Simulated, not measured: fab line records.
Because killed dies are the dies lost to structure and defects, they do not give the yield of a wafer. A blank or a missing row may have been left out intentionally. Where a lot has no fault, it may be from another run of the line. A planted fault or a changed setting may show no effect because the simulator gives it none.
fab line records ; flow rit-cmos
record: lots: 7; wafers: 21; last-day: 7
route steps=202 shown NSD@133 PSD@142
lots that met no fault: from a run of the same line without faults
start-h: start of the lot's first displayed wafer, in hours after the record's first day ; wait-h: hours since the lot's step before ; " the same as in the row above ; L1.1+2: several wafers, shown together as one row ; - no value, or no start given ; * or withheld: withheld ; < > ~ a bound
route shown NAME@n: NAME is a module with steps in the file, n the number in the route of the first one ; usual: the fault-free wafers' mean and standard deviation ; same: alike in all rows ; chamber/n: place in a boat ; sites: the reading at each site ; _std_site: their standard deviation ; _edge_site: mean of outer sites minus mean of inner sites ; radius-mm: how far each site lies from the wafer's centre ; mask NAME#n: copy n ; behind: the most recent tool/chamber to have shaped the wafer ; hold: the reason the lot was held/the length of the hold in hours/how it ended ; device: the transistor (n, p or np) that didn't switch ; end of line: the tests these same wafers got at the end of their route ; a step given without rows: its recipe and nothing more ; killed: count of dies lost to structure and defects at first sort (not the wafer's yield) ; map: a wafer's dies, x killed, . not, _ none there
set.NAME: the run value of the setting; set.NAME@STEP: its run value at that earlier step ; model.NAME: the simulator's own value behind a step, which no gauge read
lots at some steps of the route; a table a step, a row a wafer
services: the hour from which a tool's chamber was out of use, counted from the record's first day as start-h (under 0 if before that day), plus the number of hours and why
== steps ==
step: RIT_NSD_SOFTBAKE_02
recipe: resist: NOVOLAK; temp-c: 90; time-s: 60
step: RIT_NSD_EXPOSE_03
recipe: mask-id: M9; na: 0.57; target-cd-nm: 40700; dose-mj: 250
step: RIT_NSD_PEB_04
recipe: resist: NOVOLAK; temp-c: withheld; time-s: withheld
step: RIT_NSD_DEVELOP_05
recipe: resist: NOVOLAK; develop-time-s: 50; dev-temp-c: 23
step: RIT_NSD_OVL_MEAS_06
usual: NSD_OVL: 0.8/1.3
lot.wafer;tool;chamber;start-h;wait-h;NSD_OVL[nm]
L949.1;overlay-01;-;82.71;-;0.6
L949.3;overlay-01;-;82.71;-;-0.9
L949.6;overlay-01;-;82.71;-;-0.1
L957.2;overlay-01;-;117.71;-;0.9
L957.4;overlay-01;-;117.71;-;1.0
L957.6;overlay-01;-;117.71;-;-0.4
L958.1;overlay-02;-;122.09;-;2.9
L958.4;overlay-02;-;122.09;-;1.5
L958.6;overlay-02;-;122.09;-;3.5
L959.2;overlay-01;-;123.56;-;1.8
L959.4;overlay-01;-;123.56;-;0.9
L959.6;overlay-01;-;123.56;-;1.3
L961.1;overlay-01;-;132.18;-;1.9
L961.2;overlay-01;-;132.18;-;4.1
L961.3;overlay-01;-;132.18;-;1.4
L963.1;overlay-02;-;146.80;-;0.2
L963.5;overlay-02;-;146.80;-;0.2
L963.6;overlay-02;-;146.80;-;1.2
L967.2;overlay-01;-;163.87;-;2.5
L967.5;overlay-01;-;163.87;-;1.4
L967.6;overlay-01;-;163.87;-;1.2
step: RIT_NSD_HARDBAKE_07
recipe: resist: NOVOLAK; temp-c: 140; time-s: 60
step: RIT_NSD_IMPLANT_08
recipe: species: P; energy-kev: 25; dose-cm2: 1e+15; tilt-deg: 7
step: RIT_NSD_STRIP_09
recipe: chemistry: O2; time-s: 180; resist: NOVOLAK; platen-temp-c: withheld; power-w: 500; pressure-mtorr: 4000; o2-flow-sccm: 4000
usual: drypump-motor-current-A: 5.76/0.23
lot.wafer;tool;chamber;start-h;wait-h;drypump-motor-current-A;rf-hours-counter-h
L949.1;plasma-asher-02;1;83.05;0.1;6.00;28
L949.3;plasma-asher-02;0;83.05;0.1;5.78;-
L949.6;plasma-asher-02;1;83.05;0.1;6.04;-
L957.2;plasma-asher-03;0;118.04;0.1;5.37;0
L957.4;plasma-asher-03;0;118.04;0.1;5.41;-
L957.6;plasma-asher-03;1;118.04;0.1;5.73;-
L958.1;plasma-asher-01;0;122.43;0.1;5.73;47
L958.4;plasma-asher-01;1;122.43;0.1;6.05;-
L958.6;plasma-asher-01;1;122.43;0.1;6.09;-
L959.2;plasma-asher-03;0;123.89;0.1;5.40;1
L959.4;plasma-asher-03;1;123.89;0.1;5.73;-
L959.6;plasma-asher-03;0;123.89;0.1;5.43;-
L961.1;plasma-asher-02;1;132.52;0.1;6.00;35
L961.2;plasma-asher-02;0;132.52;0.1;5.78;35
L961.3;plasma-asher-02;1;132.52;0.1;5.99;-
L963.1;plasma-asher-03;0;147.14;0.1;5.43;3
L963.5;plasma-asher-03;0;147.14;0.1;5.36;-
L963.6;plasma-asher-03;1;147.14;0.1;5.74;-
L967.2;plasma-asher-01;0;164.20;0.1;5.72;51
L967.5;plasma-asher-01;0;164.20;0.1;5.75;-
L967.6;plasma-asher-01;1;164.20;0.1;6.03;-
step: RIT_NSD_TW_MEAS_10
usual: NSD_TW: 3109/20
lot.wafer;tool;chamber;start-h;wait-h;NSD_TW
L949.1;film-metro-02;-;83.22;0.1;3124
L949.3;film-metro-02;-;83.22;0.1;3132
L949.6;film-metro-02;-;83.22;0.1;3120
L957.2;film-metro-03;-;118.23;0.1;3116
L957.4;film-metro-03;-;118.23;0.1;3098
L957.6;film-metro-03;-;118.23;0.1;3105
L958.1;film-metro-03;-;122.63;0.1;3116
L958.4;film-metro-03;-;122.63;0.1;3107
L958.6;film-metro-03;-;122.63;0.1;3117
L959.2;film-metro-03;-;124.07;0.1;3126
L959.4;film-metro-03;-;124.07;0.1;3119
L959.6;film-metro-03;-;124.07;0.1;3129
L961.1;film-metro-02;-;132.69;0.1;3117
L961.2;film-metro-02;-;132.69;0.1;3125
L961.3;film-metro-02;-;132.69;0.1;3124
L963.1;film-metro-03;-;147.31;0.1;3150
L963.5;film-metro-03;-;147.31;0.1;3155
L963.6;film-metro-03;-;147.31;0.1;3145
L967.2;film-metro-01;-;164.39;0.1;3097
L967.5;film-metro-01;-;164.39;0.1;3093
L967.6;film-metro-01;-;164.39;0.1;3097
step: RIT_PSD_HMDS_00
recipe: prime-time-s: 60; prime-temp-c: 140
step: RIT_PSD_COAT_01
recipe: resist: NOVOLAK; spin-rpm: 3250; resist-thk-nm: 1000
step: RIT_PSD_SOFTBAKE_02
recipe: resist: NOVOLAK; temp-c: 90; time-s: 60
step: RIT_PSD_EXPOSE_03
recipe: mask-id: M10; na: 0.57; target-cd-nm: 40900; dose-mj: 250
usual: exposure-dose-mJ-cm2: 250.03/0.25; focus-offset-nm: -0.1/0.64; na: 0.57/0
lot.wafer;tool;chamber;start-h;wait-h;mask;exposure-dose-mJ-cm2;focus-offset-nm;na
L949.1;iline-stepper-02;0;83.86;0.2;M10#0;250.03;0.6;0.57
L949.3;iline-stepper-02;0;83.86;0.2;M10#0;250.26;0.7;0.57
L949.6;iline-stepper-02;0;83.86;0.2;M10#0;250.10;1.0;0.57
L957.2;iline-stepper-01;-;118.97;0.2;M10#0;-;-;-
L957.4;iline-stepper-01;-;118.97;0.2;M10#0;-;-;-
L957.6;iline-stepper-01;-;118.97;0.2;M10#0;-;-;-
L958.1;iline-stepper-02;-;123.26;0.2;M10#0;-;-;-
L958.4;iline-stepper-02;-;123.26;0.2;M10#0;-;-;-
L958.6;iline-stepper-02;-;123.26;0.2;M10#0;-;-;-
L959.2;iline-stepper-01;-;124.71;0.2;M10#0;-;-;-
L959.4;iline-stepper-01;-;124.71;0.2;M10#0;-;-;-
L959.6;iline-stepper-01;-;124.71;0.2;M10#0;-;-;-
L961.1;iline-stepper-01;0;133.33;0.2;M10#0;249.72;-0.3;0.57
L961.2;iline-stepper-01;0;133.33;0.2;M10#0;249.87;0.6;0.57
L961.3;iline-stepper-01;0;133.33;0.2;M10#0;249.67;0.7;0.57
L963.1;iline-stepper-01;0;147.82;0.1;M10#0;249.86;-0.8;0.57
L963.5;iline-stepper-01;0;147.82;0.1;M10#0;250.40;0.7;0.57
L963.6;iline-stepper-01;0;147.82;0.1;M10#0;250.30;-0.7;0.57
L967.2;iline-stepper-01;0;164.91;0.1;M10#0;250.17;0.6;0.57
L967.5;iline-stepper-01;0;164.91;0.1;M10#0;249.91;0.4;0.57
L967.6;iline-stepper-01;0;164.91;0.1;M10#0;250.22;1.3;0.57
step: RIT_PSD_PEB_04
recipe: resist: NOVOLAK; temp-c: withheld; time-s: withheld
== services ==
tool;chamber;start-h;hours;kind
plasma-asher-02;-;67.84;9.9;pm
iline-stepper-01;-;75.03;0.8;repair
plasma-asher-03;-;108.75;9.0;pm
plasma-asher-03;0;108.75;9.0;vent-cycle
plasma-asher-03;1;108.75;9.0;vent-cycle
plasma-asher-03;0;117.75;-;clean
plasma-asher-03;1;117.75;-;clean
iline-stepper-02;-;137.05;6.8;repair
iline-stepper-01;-;143.87;1.7;pm
iline-stepper-01;0;163.95;-;calibration
== key ==
first-sign: step: RIT_PSD_EXPOSE_03; reading: tool-record; direction: missing
effect none on later readings
met-at RIT_PSD_EXPOSE_03
struck-wafers L957.2,L957.4,L957.6,L958.1,L958.4,L958.6,L959.2,L959.4,L959.6
sort-left-out L957.2,L957.4,L957.6,L958.1,L958.4,L958.6,L959.2,L959.4,L959.6
tester-left-out L957,L958,L959
onset-between 83.86 118.97
fault: kind: skipped-step-whole; tool: iline-stepper-01,iline-stepper-02; chamber: -; onset-h: 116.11; steps: RIT_PSD_EXPOSE_03; scope: struck-lots-only
tester-left-out: of these lots the tester's yield and bins aren't shown, on N5 and GAA mostly nor the transistor test; their killed dies are dies lost to structure and defects alone, not to doping, threshold or leakage, so they don't give the yield
sort-left-out: the simulated sort isn't trusted on such a fault, so these wafers' sort isn't shown, and their yield isn't known
